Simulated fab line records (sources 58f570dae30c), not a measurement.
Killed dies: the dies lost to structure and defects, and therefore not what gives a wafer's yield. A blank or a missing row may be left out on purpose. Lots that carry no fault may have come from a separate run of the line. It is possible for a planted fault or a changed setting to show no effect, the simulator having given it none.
Struck lot and sound lot, side by side / flow berkeley cmos170 / 17 out of 331 route steps
Sound: wafers L827.3, L827.4, L827.6. Wafers L826.1, L826.2, L826.5 were the ones struck. At the end, the cause is stated.
Per side, at each step with rows, come the tool, then ch with its chambers, and then its first start. Under that, the readings that differ: sound wafers / struck wafers / difference of the means / sigmas: that difference in standard deviations of wafers without a fault.
alike: a reading whose means differ by less than 2 such deviations, as well as words and numbers matching on both sides. not compared: withheld readings; readings where some wafer has no value; bounds like >300 that might hide an equal value; numbers whose values overlap and for which the record gives no deviation.
A row with sigmas, a row that says differs or no value, or rows on one side alone: a step with any of these is where the two part. When numbers do not overlap yet have no deviation, they are printed without sigmas and do not part them. A reading that every wafer of one side lacks parts them only if that side has two wafers or more.

first, 1 step without rows for these wafers: UCB170_PLDD_DEVELOP_05 (develop time 45 s).
UCB170_PLDD_CD_MEAS_06: the cd target is 1200 nm.
  sound on cd sem-01 at day 11 14:29; struck on cd sem-02 at day 11 15:21
reading=cd nm (nm); sound=1198.5 1198.2 1197.1; struck=1202.2 1201.9 1202.2; difference=+4.2; sigmas=+3
UCB170_PLDD_OVL_MEAS_07:
  sound on overlay-01 at day 11 14:34; struck on overlay-01 at day 11 15:28
  alike: PLDD_OVL
then, 2 steps without rows for these wafers: UCB170_PLDD_IMPLANT_08; UCB170_PLDD_IMPLANT_09.
UCB170_PLDD_STRIP_10: strips in O2.
  sound on plasma asher-02 ch 0,1, day 11 14:56; struck on plasma asher-02 ch 0,1, day 11 15:48
  alike: drypump motor current A, o2 flow sccm, oes product au, strip time to endpoint s
  not compared: rf hours counter h
UCB170_PLDD_TW_MEAS_11:
  sound on film metro-01 at day 11 15:01; struck on film metro-02 at day 11 15:54
  alike: PLDD_TW
then, 5 steps without rows for these wafers: UCB170_PLDD_CLEAN_12 (cleans in SPM, time 600 s); UCB170_NLDD_HMDS_00 (prime time 60 s); UCB170_NLDD_COAT_01 (resist thk 900 nm); UCB170_NLDD_SOFTBAKE_02 (time 60 s); UCB170_NLDD_EXPOSE_03 (exposes mask NSELECT, target cd 1200 nm).
UCB170_NLDD_PEB_04:
  sound on litho track-02 ch 0, day 11 17:37; struck on litho track-01 ch 0, day 11 18:00
reading=heater power total W (W); sound=56.82 56.79 56.81; struck=62.54 62.58 62.59; difference=+5.76; sigmas=+99 or more
reading=plate temp C (C); sound=130.14 130.06 129.93; struck=139.97 140.02 140.17; difference=+10.01; sigmas=+72
then, 1 step without rows for these wafers: UCB170_NLDD_DEVELOP_05 (develop time 45 s).
UCB170_NLDD_CD_MEAS_06: the cd target is 1200 nm.
  sound on cd sem-02 at day 11 17:52; struck on cd sem-01 at day 11 18:37
reading=cd nm (nm); sound=1200.8 1200.9 1200.6; struck=1236.6 1237.2 1237.9; difference=+36.5; sigmas=+23
UCB170_NLDD_OVL_MEAS_07:
  sound on overlay-01 at day 11 17:58; struck on overlay-02 at day 11 18:44
  alike: NLDD_OVL
following that, these wafers have no rows for 1 step: UCB170_M3_PROBE_99.

== WHERE THEY PART ==
Earliest at UCB170_PLDD_CD_MEAS_06; latest, in this record, at UCB170_NLDD_CD_MEAS_06. Later steps at which nothing parts them and some readings are alike: UCB170_NLDD_OVL_MEAS_07.

WHY: what had been put in by the simulator
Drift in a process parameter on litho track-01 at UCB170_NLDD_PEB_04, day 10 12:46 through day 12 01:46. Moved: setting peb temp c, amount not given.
